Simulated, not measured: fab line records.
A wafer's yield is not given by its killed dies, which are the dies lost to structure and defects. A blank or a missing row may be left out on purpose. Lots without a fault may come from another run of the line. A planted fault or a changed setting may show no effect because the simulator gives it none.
Matching of chambers || flow berkeley_cmos170 || rie_diel-03 running UCB170_V2_ETCH_14: 3 sister chambers
The step etches SiO2 in CHF3/CF4/Ar, stops on Al, target depth 1250 nm, time 291 s. 6 wafers are shown with their chamber, then 4 later ones without.

WAFERS, EACH WITH ITS CHAMBER
{"wafer": "L554.2", "chamber": 2, "drypump_motor_current_A (A)": 6.8, "throttle_valve_pct (%)": 6.99}
{"wafer": "L554.5", "chamber": 1, "drypump_motor_current_A (A)": 5.7, "throttle_valve_pct (%)": 6.84}
{"wafer": "L563.5", "chamber": 2, "drypump_motor_current_A (A)": 6.8, "throttle_valve_pct (%)": 7.01}
{"wafer": "L563.6", "chamber": 3, "drypump_motor_current_A (A)": 5.7, "throttle_valve_pct (%)": 7.09}
{"wafer": "L562.2", "chamber": 3, "drypump_motor_current_A (A)": 5.7, "throttle_valve_pct (%)": 7.08}
{"wafer": "L562.4", "chamber": 1, "drypump_motor_current_A (A)": 5.6, "throttle_valve_pct (%)": 6.84}

WAFERS WHOSE CHAMBER IS MISSING
{"wafer": "L562.5", "drypump_motor_current_A (A)": 6.8, "throttle_valve_pct (%)": 7.02}
{"wafer": "L568.2", "drypump_motor_current_A (A)": 5.7, "throttle_valve_pct (%)": 6.84}
{"wafer": "L571.1", "drypump_motor_current_A (A)": 5.7, "throttle_valve_pct (%)": 6.85}
{"wafer": "L571.6", "drypump_motor_current_A (A)": 5.7, "throttle_valve_pct (%)": 7.09}

EACH ONE'S CHAMBER
{"wafer": "L562.5", "from the rows above": 2, "in truth": 2}
{"wafer": "L568.2", "from the rows above": 1, "in truth": 1}
{"wafer": "L571.1", "from the rows above": 1, "in truth": 1}
{"wafer": "L571.6", "from the rows above": 3, "in truth": 3}
Correctly placed: 4 of 4. Not placeable from these rows: 0. Placed wrongly: 0.
How it was worked out, from the rows above alone: a wafer's distance from a chamber is the root of the sum, over the readings, of the square of ((its reading less the chamber's mean) divided by the reading's scatter). The wafer belongs to the nearest chamber; if the next one is less than 2 further off, it can't be placed. Each chamber's mean is taken over the wafers shown for it. How the scatter is found: for the shown wafers, subtract from each reading the mean of its chamber, square and add these, divide the total by (wafers less chambers), then take the root.
